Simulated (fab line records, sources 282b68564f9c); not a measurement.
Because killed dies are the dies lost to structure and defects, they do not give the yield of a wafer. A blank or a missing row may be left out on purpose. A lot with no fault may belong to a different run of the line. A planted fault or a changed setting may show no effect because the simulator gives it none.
A struck lot beside a sound one	flow ritCmos	18 steps out of a route of 202
Sound: wafers L946.1, L946.4, L946.5. The struck wafers were L942.1, L942.5, L942.6. The cause comes at the end.
Per side, at each step with rows, come the tool, then ch with its chambers, and then its first start. Under that, the readings that differ: sound wafers	struck wafers	difference of the means	sigmas: that difference in standard deviations of wafers without a fault.
alike: readings whose means differ by less than 2 such deviations, and words and numbers that are the same on both sides. not compared: withheld readings, readings that some wafer has no value for, bounds like >300 that may hide the same value, and numbers for which the record gives no deviation and whose values overlap.
A row with sigmas, a row that says differs or no value, or rows on one side alone: a step with any of these is where the two part. Numbers that don't overlap but have no deviation are shown without sigmas and don't part them. A reading missing from all wafers of one side parts the sides only when that side holds two or more wafers.

first, 4 steps without rows for these wafers: RIT_NRETRO_SOFTBAKE_02 (time 60 s); RIT_NRETRO_EXPOSE_03 (exposes mask M4, target cd 43900 nm); RIT_NRETRO_PEB_04; RIT_NRETRO_DEVELOP_05 (develop time 68 s).
RIT_NRETRO_OVL_MEAS_06:
  sound on overlay-02 at day 4 17:42; struck on overlay-01 at day 3 21:28
  alike: NRETRO_OVL
then, 2 steps without rows for these wafers: RIT_NRETRO_HARDBAKE_07 (time 120 s); RIT_NRETRO_IMPLANT_08.
RIT_NRETRO_STRIP_09: strips in O2, time 180 s.
  sound on plasmaAsher-02 ch 0,1, day 4 18:08; struck on plasmaAsher-03 ch 0,1, day 3 21:54
  alike: drypumpMotorCurrentA, o2FlowSccm
  not compared: rfHoursCounterH
RIT_NRETRO_TW_MEAS_10:
  sound on filmMetro-03 at day 4 18:19; struck on filmMetro-03 at day 3 22:04
  alike: NRETRO_TW
then, 3 steps without rows for these wafers: RIT_PRETRO_HMDS_00 (prime time 60 s); RIT_PRETRO_COAT_01 (resist thk 1300 nm); RIT_PRETRO_SOFTBAKE_02 (time 60 s).
RIT_PRETRO_EXPOSE_03: exposes mask M5, target cd 43700 nm.
  sound on ilineStepper-02 ch 0, day 4 18:56; struck on ilineStepper-01 ch 0, day 3 22:43
reading	sound	struck	difference	sigmas
model.PRETRO.overlayXNm (nm)	-0.494 -0.494 -0.494	236.6 236.6 236.6	+237.1	
  alike: mask, exposureDoseMJCm2
then, 2 steps without rows for these wafers: RIT_PRETRO_PEB_04; RIT_PRETRO_DEVELOP_05 (develop time 68 s).
RIT_PRETRO_OVL_MEAS_06:
  sound on overlay-02 at day 4 19:22; struck on overlay-02 at day 3 23:08
reading	sound	struck	difference	sigmas
PRETRO_OVL (nm)	-1.3 0.2 -0.1	236.3 237.4 237.5	+237.5	+99 or more
then, 1 step without rows for these wafers: RIT_PRETRO_HARDBAKE_07 (time 120 s).
RIT_M1_PROBE_99:
  sound on prober-02 at day 5 21:37; struck on prober-02 at day 5 01:46
reading	sound	struck	difference	sigmas
model.etest.retroEdgePmos.offLog10AUm	-10.61 -10.27 -10.54	-8.473 -8.711 -8.664	+1.857	
model.etest.retroEdgeNmos.offLog10AUm	-10.38 -10.5 -10.79	-8.336 -8.468 -8.783	+2.028	
  alike: killedAtContacts, killedAtFrontEnd, killedDies, killedOpen, killedShort
  not compared: model.etest.wellEdgeLeft.lineOhmUm

WHERE THEY PART
RIT_PRETRO_OVL_MEAS_06 only, going by this record. Later steps at which nothing parts them and some readings are alike: RIT_M1_PROBE_99.

WHY: what had been put in by the simulator
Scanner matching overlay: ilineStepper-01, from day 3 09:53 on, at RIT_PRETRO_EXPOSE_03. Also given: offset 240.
